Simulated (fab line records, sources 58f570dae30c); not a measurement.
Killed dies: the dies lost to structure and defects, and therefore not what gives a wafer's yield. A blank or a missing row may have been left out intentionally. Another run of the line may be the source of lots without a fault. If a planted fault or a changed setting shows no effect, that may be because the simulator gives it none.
fab line records -- flow berkeley-cmos170
record: lots: 14, wafers: 42, last-day: 13
route steps=331 shown PVT@121 GATE@131 M1@250
lots that met no fault: from a run of the same line without faults
start-h: hours from the record's first day to the start of the lot's first wafer shown -- wait-h: hours from the lot's prior step to this one -- " identical to the entry in the row above -- L1.1+2: a row that stands for several wafers -- - value missing, or start not given -- * or withheld: withheld -- < > ~ a bound
route shown NAME@n: names a module that has steps shown in the file, with the first one's number in the route -- usual: average and standard deviation across the fault-free wafers -- same: alike in all rows -- chamber/n: place in a boat -- sites: each site's reading -- _std_site: how widely they spread, as a standard deviation -- _edge_site: the outer-site mean with the inner-site mean subtracted -- radius-mm: for every site, how far away it sits from the centre of the wafer -- mask NAME#n: copy n -- behind: tool/chamber where the wafer was last shaped -- hold: cause of the lot's hold/its duration in hours/its outcome -- device: names the non-switching transistor (n, p or np) -- end of line: the route-end tests of the same wafers -- for a step that has no rows: nothing shown but its recipe -- killed: dies lost to structure and defects at the first sort, not the wafer's yield -- map: the dies of a wafer, with x for killed, . for not killed, _ for no die there
set.NAME: the setting that was run; set.NAME@STEP: the one run at that earlier step -- model.NAME: the simulator's own value behind a step, which no gauge read
a sample of lots followed through the steps of the route, with each step as a table and each wafer as a row
services: a tool's chamber out of use, with start hour (start-h, from the record's first day; less than 0 if before it), hours out, and reason
== steps ==
step: UCB170_PVT_OVL_MEAS_06
usual: PVT_OVL: 0/5.1
lot.wafer,tool,chamber,start-h,wait-h,PVT_OVL[nm]
L843.3,overlay-02,-,130.99,-,-6
L843.5,overlay-02,-,130.99,-,-2
L843.6,overlay-02,-,130.99,-,-10
L844.2,overlay-02,-,138.56,-,-3
L844.3,overlay-02,-,138.56,-,3
L844.6,overlay-02,-,138.56,-,-4
L847.1,overlay-02,-,150.74,-,1
L847.2,overlay-02,-,150.74,-,5
L847.5,overlay-02,-,150.74,-,6
L846.1,overlay-02,-,151.00,-,-12
L846.3,overlay-02,-,151.00,-,0
L846.6,overlay-02,-,151.00,-,-4
L848.1,overlay-02,-,162.90,-,-8
L848.3,overlay-02,-,162.90,-,-5
L848.5,overlay-02,-,162.90,-,-5
L852.2,overlay-02,-,178.97,-,-3
L852.5,overlay-02,-,178.97,-,-1
L852.6,overlay-02,-,178.97,-,0
L851.2,overlay-01,-,179.60,-,-5
L851.3,overlay-01,-,179.60,-,1
L851.5,overlay-01,-,179.60,-,2
L855.1,overlay-02,-,182.99,-,4
L855.3,overlay-02,-,182.99,-,1
L855.4,overlay-02,-,182.99,-,5
L854.2,overlay-01,-,183.05,-,-2
L854.4,overlay-01,-,183.05,-,-1
L854.6,overlay-01,-,183.05,-,-3
L857.1,overlay-02,-,208.05,-,-6
L857.4,overlay-02,-,208.05,-,-4
L857.5,overlay-02,-,208.05,-,-8
L858.3,overlay-01,-,208.33,-,-3
L858.4,overlay-01,-,208.33,-,1
L858.5,overlay-01,-,208.33,-,-3
L862.1,overlay-01,-,232.99,-,10
L862.2,overlay-01,-,232.99,-,10
L862.6,overlay-01,-,232.99,-,11
L864.1,overlay-01,-,233.72,-,6
L864.4,overlay-01,-,233.72,-,-5
L864.5,overlay-01,-,233.72,-,-3
L865.1,overlay-02,-,247.99,-,-4
L865.3,overlay-02,-,247.99,-,-3
L865.4,overlay-02,-,247.99,-,-4
step: UCB170_GATE_THK_MEAS_05
recipe: reads: poly-Si_of_GATE_CVD_04
usual: GATE_POLY_THK: 215.6/1.7
lot.wafer,tool,chamber,start-h,wait-h,GATE_POLY_THK[nm]
L843.3,film-metro-01,-,144.73,0.1,213.8
L843.5,film-metro-01,-,144.73,0.1,214.1
L843.6,film-metro-01,-,144.73,0.1,213.5
L844.2,film-metro-02,-,153.78,0.0,216.1
L844.3,film-metro-02,-,153.78,0.0,215.5
L844.6,film-metro-02,-,153.78,0.0,215.2
L846.1,film-metro-01,-,165.08,0.0,215.4
L846.3,film-metro-01,-,165.08,0.0,215.6
L846.6,film-metro-01,-,165.08,0.0,214.3
L847.1,film-metro-02,-,165.08,0.0,216.2
L847.2,film-metro-02,-,165.08,0.0,217.9
L847.5,film-metro-02,-,165.08,0.0,218.0
L848.1,film-metro-02,-,170.86,0.0,217.1
L848.3,film-metro-02,-,170.86,0.0,216.0
L848.5,film-metro-02,-,170.86,0.0,216.5
L852.2,film-metro-01,-,189.39,0.0,212.1
L852.5,film-metro-01,-,189.39,0.0,214.5
L852.6,film-metro-01,-,189.39,0.0,216.0
L851.2,film-metro-03,-,189.40,0.0,216.2
L851.3,film-metro-03,-,189.40,0.0,214.8
L851.5,film-metro-03,-,189.40,0.0,214.0
L855.1,film-metro-02,-,196.55,0.0,214.8
L855.3,film-metro-02,-,196.55,0.0,214.4
L855.4,film-metro-02,-,196.55,0.0,216.2
L854.2,film-metro-01,-,196.57,0.0,214.7
L854.4,film-metro-01,-,196.57,0.0,214.7
L854.6,film-metro-01,-,196.57,0.0,213.5
L858.3,film-metro-02,-,222.63,0.0,213.6
L858.4,film-metro-02,-,222.63,0.0,214.9
L858.5,film-metro-02,-,222.63,0.0,215.3
L857.1,film-metro-02,-,222.67,0.1,218.5
L857.4,film-metro-02,-,222.67,0.1,218.4
L857.5,film-metro-02,-,222.67,0.1,219.2
L862.1,film-metro-02,-,247.92,0.0,215.6
L862.2,film-metro-02,-,247.92,0.0,217.4
L862.6,film-metro-02,-,247.92,0.0,216.3
L864.1,film-metro-02,-,247.98,0.1,215.4
L864.4,film-metro-02,-,247.98,0.1,216.8
L864.5,film-metro-02,-,247.98,0.1,215.2
L865.1,film-metro-01,-,259.43,0.1,214.5
L865.3,film-metro-01,-,259.43,0.1,214.5
L865.4,film-metro-01,-,259.43,0.1,213.3
step: UCB170_GATE_CD_MEAS_90
recipe: target-cd-nm: 350
usual: cd-nm: 350.5/1.5
lot.wafer,tool,chamber,start-h,wait-h,cd-nm
L843.3,cd-sem-02,-,146.94,0.1,351.0
L843.5,cd-sem-02,-,146.94,0.1,354.0
L843.6,cd-sem-02,-,146.94,0.1,353.5
L844.2,cd-sem-01,-,155.16,0.1,351.5
L844.3,cd-sem-01,-,155.16,0.1,353.0
L844.6,cd-sem-01,-,155.16,0.1,351.6
L846.1,cd-sem-02,-,166.84,0.1,349.6
L846.3,cd-sem-02,-,166.84,0.1,349.2
L846.6,cd-sem-02,-,166.84,0.1,350.4
L847.1,cd-sem-01,-,167.07,0.1,353.0
L847.2,cd-sem-01,-,167.07,0.1,351.0
L847.5,cd-sem-01,-,167.07,0.1,352.0
L848.1,cd-sem-01,-,173.85,0.1,350.2
L848.3,cd-sem-01,-,173.85,0.1,352.1
L848.5,cd-sem-01,-,173.85,0.1,350.2
L852.2,cd-sem-01,-,191.15,0.1,350.2
L852.5,cd-sem-01,-,191.15,0.1,351.6
L852.6,cd-sem-01,-,191.15,0.1,351.0
L851.2,cd-sem-02,-,191.42,0.1,349.5
L851.3,cd-sem-02,-,191.42,0.1,349.6
L851.5,cd-sem-02,-,191.42,0.1,350.4
L855.1,cd-sem-01,-,198.18,0.1,351.8
L855.3,cd-sem-01,-,198.18,0.1,350.4
L855.4,cd-sem-01,-,198.18,0.1,350.7
L854.2,cd-sem-02,-,198.30,0.1,350.9
L854.4,cd-sem-02,-,198.30,0.1,349.7
L854.6,cd-sem-02,-,198.30,0.1,349.6
L858.3,cd-sem-02,-,224.23,0.1,349.9
L858.4,cd-sem-02,-,224.23,0.1,350.5
L858.5,cd-sem-02,-,224.23,0.1,350.7
L857.1,cd-sem-02,-,224.60,0.1,347.7
L857.4,cd-sem-02,-,224.60,0.1,348.2
L857.5,cd-sem-02,-,224.60,0.1,348.0
L862.1,cd-sem-02,-,249.22,0.1,350.2
L862.2,cd-sem-02,-,249.22,0.1,350.7
L862.6,cd-sem-02,-,249.22,0.1,349.7
L864.1,cd-sem-01,-,250.83,0.1,352.3
L864.4,cd-sem-01,-,250.83,0.1,351.2
L864.5,cd-sem-01,-,250.83,0.1,348.9
L865.1,cd-sem-02,-,260.98,0.1,349.3
L865.3,cd-sem-02,-,260.98,0.1,349.6
L865.4,cd-sem-02,-,260.98,0.1,348.6
step: UCB170_M1_METAL_ETCH_12
recipe: chemistry: Cl2/BCl3, target: Al, stop-on: PSG, pressure-mtorr: 12, target-depth-a: 7800, over-etch-frac: 0.3, time-s: 130, icp-w: 600, bias-w: 120, Cl2_flow_sccm: 90, bcl3-flow-sccm: 45
usual: drypump-motor-current-A: 5.9/0.42, mfc-cl2-sccm: 90.03/0.26, oes-product-au: 0.849/0.014, rf-fwd-power-W: 597.2/1.9, run-length-s: 158.5/1.1, throttle-valve-pct: 24.38/0.26
same: over-etch-frac: 0.3
lot.wafer,tool,chamber,start-h,wait-h,drypump-motor-current-A,mfc-cl2-sccm,oes-product-au,rf-fwd-power-W,rf-hours-counter-h,run-length-s,throttle-valve-pct
L843.3,rie-metal-04,0,172.76,-,6.7,90.32,0.837,596.1,-,158.0,24.26
L843.5,rie-metal-04,1,172.76,-,6.1,90.63,0.856,600.6,-,158.2,24.43
L843.6,rie-metal-04,0,172.76,-,6.7,90.28,0.831,598.1,-,157.8,24.27
L844.2,rie-metal-02,0,180.07,-,5.8,90.05,0.848,599.0,4,158.7,24.85
L844.3,rie-metal-02,0,180.07,-,5.8,90.16,0.831,597.1,-,158.8,24.84
L844.6,rie-metal-02,0,180.07,-,5.8,89.57,0.845,599.1,-,158.6,24.85
L847.1,rie-metal-04,1,191.52,-,6.1,89.75,0.853,595.9,2,160.9,24.43
L847.2,rie-metal-04,0,191.52,-,6.7,90.32,0.849,596.8,3,161.3,24.25
L847.5,rie-metal-04,1,191.52,-,6.1,89.88,0.848,595.9,-,160.9,24.43
L846.1,rie-metal-01,1,193.32,-,5.9,90.04,0.844,598.5,10,158.6,24.16
L846.3,rie-metal-01,1,193.32,-,5.9,90.22,0.842,596.1,-,158.7,24.16
L846.6,rie-metal-01,1,193.32,-,5.9,90.37,0.847,598.5,-,158.3,24.18
L848.1,rie-metal-04,0,198.19,-,6.7,90.06,0.836,594.3,3,158.2,24.26
L848.3,rie-metal-04,0,198.19,-,6.7,89.71,0.839,597.6,-,158.0,24.26
L848.5,rie-metal-04,1,198.19,-,6.1,89.91,0.846,594.7,-,157.9,24.45
L852.2,rie-metal-04,1,212.42,-,6.1,90.05,0.852,598.4,3,157.7,24.43
L852.5,rie-metal-04,0,212.42,-,6.7,90.01,0.847,594.4,-,158.0,24.25
L852.6,rie-metal-04,1,212.42,-,6.1,89.61,0.867,595.9,-,157.6,24.42
L851.2,rie-metal-01,1,213.73,-,5.9,89.84,0.856,598.0,11,158.4,24.16
L851.3,rie-metal-01,1,213.73,-,5.9,90.00,0.848,598.2,-,158.7,24.16
L851.5,rie-metal-01,1,213.73,-,5.9,89.85,0.845,597.5,-,158.4,24.15
L854.2,rie-metal-04,0,220.53,-,6.7,89.71,0.836,598.0,4,157.9,24.26
L854.4,rie-metal-04,0,220.53,-,6.7,90.11,0.830,596.7,-,158.3,24.26
L854.6,rie-metal-04,1,220.53,-,6.1,90.46,0.850,599.8,-,158.0,24.46
L855.1,rie-metal-01,0,222.25,-,5.6,89.65,0.852,596.1,5,160.9,24.59
L855.3,rie-metal-01,1,222.25,-,5.9,90.34,0.852,597.2,-,161.3,24.15
L855.4,rie-metal-01,0,222.25,-,5.5,89.99,0.829,596.2,-,160.9,24.59
L858.3,rie-metal-01,1,249.23,-,5.9,89.95,0.848,598.2,-,158.4,24.17
L858.4,rie-metal-01,0,249.23,-,5.6,90.02,0.845,596.5,-,158.1,24.60
L858.5,rie-metal-01,0,249.23,-,5.6,90.08,0.846,593.8,-,158.0,24.60
L857.1,rie-metal-01,1,249.92,-,5.9,90.14,1.002,-,12,108.4,24.08
L857.4,rie-metal-01,1,249.92,-,5.8,90.56,0.991,-,-,108.2,24.07
L857.5,rie-metal-01,0,249.92,-,5.6,90.23,0.850,592.5,-,158.0,24.60
L862.1,rie-metal-04,0,270.53,-,6.7,90.23,0.842,594.3,5,158.0,24.25
L862.2,rie-metal-04,1,270.53,-,6.1,90.31,0.855,598.2,4,157.8,24.44
L862.6,rie-metal-04,0,270.53,-,6.7,90.04,0.846,594.3,-,158.1,24.25
L864.1,rie-metal-01,1,272.63,-,5.9,90.62,1.003,-,12,108.5,24.07
L864.4,rie-metal-01,0,272.63,-,5.5,90.15,0.841,595.1,-,157.7,24.59
L864.5,rie-metal-01,0,272.63,-,5.6,89.95,0.842,596.0,-,158.1,24.60
L865.1,rie-metal-02,0,286.96,-,5.8,90.11,0.834,596.2,8,159.4,24.85
L865.3,rie-metal-02,1,286.96,-,5.4,90.38,0.869,597.0,-,157.5,24.03
L865.4,rie-metal-02,0,286.96,-,5.8,89.66,0.842,596.5,-,158.8,24.85
== services ==
tool,chamber,start-h,hours,kind
rie-metal-04,-,212.19,0.2,repair
rie-metal-02,-,219.82,1.4,pm
rie-metal-04,0,273.58,13.0,repair
rie-metal-01,1,279.97,-,clean
== key ==
first-sign: step: UCB170_M1_METAL_ETCH_12, reading: run-length-s, direction: down, sigmas: 46, usual: *, struck: *
effect: step: UCB170_M1_METAL_ETCH_12, reading: oes-product-au, direction: up, sigmas: 11, usual: 0.849, struck: 0.999
more-kills-born-at: UCB170_M1_METAL_ETCH_12@rie-metal-01: 259
met-at UCB170_M1_METAL_ETCH_12
struck-lots L857,L864
struck-wafers L857.1,L857.4,L864.1
later-rows-left-out L857.1,L857.4,L864.1
sort-left-out L857.1,L857.4
not-acting-at UCB170_PVT_OVL_MEAS_06,UCB170_GATE_THK_MEAS_05,UCB170_GATE_CD_MEAS_90
onset-between 249.23 249.92
fault: kind: process-parameter-drift, tool: rie-metal-01, chamber: 1, onset-h: 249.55, steps: UCB170_M1_METAL_ETCH_12, channel: time-s, offset: *, shape: step, end-h: 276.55, acts-in: *, stated: *
sort-left-out: the simulated sort isn't trusted on such a fault, so these wafers' sort isn't shown, and their yield isn't known
later-rows-left-out: the simulator's readings of these wafers behind a module that went badly wrong aren't trusted and aren't shown, but for the sort
